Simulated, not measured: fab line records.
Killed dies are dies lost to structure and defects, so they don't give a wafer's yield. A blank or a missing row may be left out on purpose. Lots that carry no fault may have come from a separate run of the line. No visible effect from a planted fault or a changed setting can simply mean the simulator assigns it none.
Which tool was responsible? + flow ritCmos + 7 lots, 21 wafers sampled, at 3 steps of a route of 202

## WHAT THE GAUGES SHOWED, per wafer
RIT_M1_OVL_MEAS_10.
| lot  | measured    | on         | M1_OVL (nm)       |
|------|-------------|------------|-------------------|
| L403 | day 3 18:46 | overlay-01 | 1.3 0.3 -1.8      |
| L405 | day 4 05:25 | overlay-01 | 1.7 -0.2 2.8      |
| L408 | day 4 23:29 | overlay-01 | 1.6 1.8 1.5       |
| L411 | day 5 11:22 | overlay-01 | 0.5 0.0 2.2       |
| L413 | day 6 00:25 | overlay-01 | 0.2 -1.3 -0.7     |
| L415 | day 6 10:13 | overlay-01 | 1.0 -0.1 2.0      |
| L421 | day 7 16:23 | overlay-02 | 358.7 359.9 359.4 |

## EACH LOT AND THE TOOL THAT RAN IT (in order: tool; ch and the chambers of the sampled wafers; start)
| lot  | RIT_GATE_STRIP_20                  | RIT_M1_EXPOSE_06                  |
|------|------------------------------------|-----------------------------------|
| L403 | plasmaAsher-03 ch 0, day 3 01:17   | ilineStepper-01 ch 0, day 3 18:13 |
| L405 | plasmaAsher-02 ch 0,1, day 3 11:31 | ilineStepper-01 ch 0, day 4 04:52 |
| L408 | plasmaAsher-02 ch 0,1, day 4 04:35 | ilineStepper-01 ch 0, day 4 22:57 |
| L411 | plasmaAsher-02 ch 0,1, day 4 17:45 | ilineStepper-02 ch 0, day 5 10:49 |
| L413 | plasmaAsher-02 ch 0,1, day 5 05:29 | ilineStepper-02 ch 0, day 5 23:53 |
| L415 | plasmaAsher-02 ch 0,1, day 5 16:47 | ilineStepper-01 ch 0, day 6 09:40 |
| L421 | plasmaAsher-02 ch 0,1, day 6 22:59 | ilineStepper-02 ch 0, day 7 15:50 |
- RIT_GATE_STRIP_20: strips in O2, time 180 s.
- RIT_M1_EXPOSE_06: exposes mask M12, target cd 2600 nm.

## THE ANSWER, worked out from the rows above alone
Rule: the usual values come from the lots themselves. Put in order of their means at a reading, lots are off if they are a third of the lots or fewer, leave a main group of 4 or more, and stand apart from it by a gap of 3 or more times the standard deviation of the main group's means; of several such gaps the widest counts. The tables above print the reading to a certain number of digits; a main group whose means all agree to those digits is not used. Also off: a lot with no number at a reading for which 4 or more lots have one. The other lots that the step has rows for count as sound.
Off: at RIT_M1_OVL_MEAS_10 (M1_OVL), L421. The main group: mean 0.7 nm, standard deviation 0.8.
A tool fits if, at a process step before that reading, it ran every lot that is off, and no sound lot after the first of them. Those tools and the gauges at RIT_M1_OVL_MEAS_10 are tried in the same way. Can't be told from this: 3 tools fit, plasmaAsher-02 at RIT_GATE_STRIP_20, ilineStepper-02 at RIT_M1_EXPOSE_06, overlay-02 at RIT_M1_OVL_MEAS_10.

## WHAT THE SIMULATOR PUT IN
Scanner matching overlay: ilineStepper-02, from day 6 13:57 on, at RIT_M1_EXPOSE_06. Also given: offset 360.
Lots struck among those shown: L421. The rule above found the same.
